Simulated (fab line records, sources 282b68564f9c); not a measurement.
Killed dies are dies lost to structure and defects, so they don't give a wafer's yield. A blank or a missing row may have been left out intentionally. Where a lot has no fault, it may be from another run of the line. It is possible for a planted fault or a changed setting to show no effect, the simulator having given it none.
Lot-split experiment    flow rit-cmos    route with 202 steps; 5 lots, 23 wafers read

== SPLIT DETAILS ==
At RIT_SPACER_CVD_03 (deposits Si3N4 from SiH2Cl2/NH3, target thk 250 nm, time 3300 s), the setting nh3-flow-sccm was moved away from the recipe's 150 sccm on 15 of the 23 wafers read, by -9.7% to +11.7%. All remaining wafers had this setting at the recipe value.

== FROM THE SPLIT TO THE READING: what the file shows between them, 8 steps ==
- RIT_NSD_COAT_01: resist thk 1000 nm (also split here: resist-thk-nm)
- RIT_NSD_SOFTBAKE_02: time 60 s
- RIT_NSD_EXPOSE_03: exposes mask M9, target cd 40700 nm
- RIT_NSD_DEVELOP_05: develop time 50 s
- RIT_NSD_HARDBAKE_07: time 60 s
- RIT_NSD_IMPLANT_08 (also split here: energy-kev)
- RIT_PSD_IMPLANT_08 (also split here: dose-cm2)
- RIT_PSD_STRIP_09: strips in O2, time 180 s

== THE READING ==
Si3N4_of_SPACER_CVD_03.thk-nm (the simulator's own value, which no gauge read), in nm, at RIT_SDANNEAL_CLEAN_00 (cleans in SC1, time 600 s). The file gives no usual value for it. The 8 wafers here that ran the recipe average 199.5 nm, standard deviation 0.97 nm.

wafer   tool, chamber at the split  nh3-flow-sccm as run, sccm  against the recipe  Si3N4_of_SPACER_CVD_03.thk-nm, nm  against lot-mates on the recipe
L075.1  -, -                        142.4                       -5.1%               194.5                              no lot-mate on the recipe
L075.3  -, -                        142.4                       -5.1%               193.1                              no lot-mate on the recipe
L075.5  -, -                        142.4                       -5.1%               193.1                              no lot-mate on the recipe
L075.4  -, -                        142.4                       -5.1%               193.9                              no lot-mate on the recipe
L075.6  -, -                        142.4                       -5.1%               191.9                              no lot-mate on the recipe
L077.1  lpcvd-01, 1                 150                         recipe              199.4                              -
L077.4  lpcvd-01, 1                 150                         recipe              198.6                              -
L077.6  lpcvd-01, 1                 150                         recipe              198.1                              -
L080.1  -, -                        150                         recipe              200.1                              -
L080.2  -, -                        150                         recipe              199                                -
L080.3  -, -                        150                         recipe              201.5                              -
L080.5  -, -                        150                         recipe              199.7                              -
L080.6  -, -                        150                         recipe              199.8                              -
L081.1  -, -                        135.5                       -9.7%               185.5                              no lot-mate on the recipe
L081.2  -, -                        135.5                       -9.7%               183.3                              no lot-mate on the recipe
L081.4  -, -                        135.5                       -9.7%               184.9                              no lot-mate on the recipe
L081.5  -, -                        135.5                       -9.7%               183.6                              no lot-mate on the recipe
L081.6  -, -                        135.5                       -9.7%               185.4                              no lot-mate on the recipe
L082.1  -, -                        167.6                       +11.7%              212.3                              no lot-mate on the recipe
L082.2  -, -                        167.6                       +11.7%              211.6                              no lot-mate on the recipe
L082.4  -, -                        167.6                       +11.7%              211.3                              no lot-mate on the recipe
L082.5  -, -                        167.6                       +11.7%              211.3                              no lot-mate on the recipe
L082.6  -, -                        167.6                       +11.7%              212                                no lot-mate on the recipe

THE FIT
A straight line over all 23 wafers: Si3N4_of_SPACER_CVD_03.thk-nm changes by +1.23 nm for each +1% of nh3-flow-sccm; r = +0.99; the points scatter about the line by 1.7 nm.
Too few moved wafers have a lot-mate on the recipe to fit a line with each lot's own level taken away.

== THE FILE'S OWN FIT ==
Si3N4_of_SPACER_CVD_03.thk-nm changes by +1.23 nm for each +1% of nh3-flow-sccm, r = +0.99.
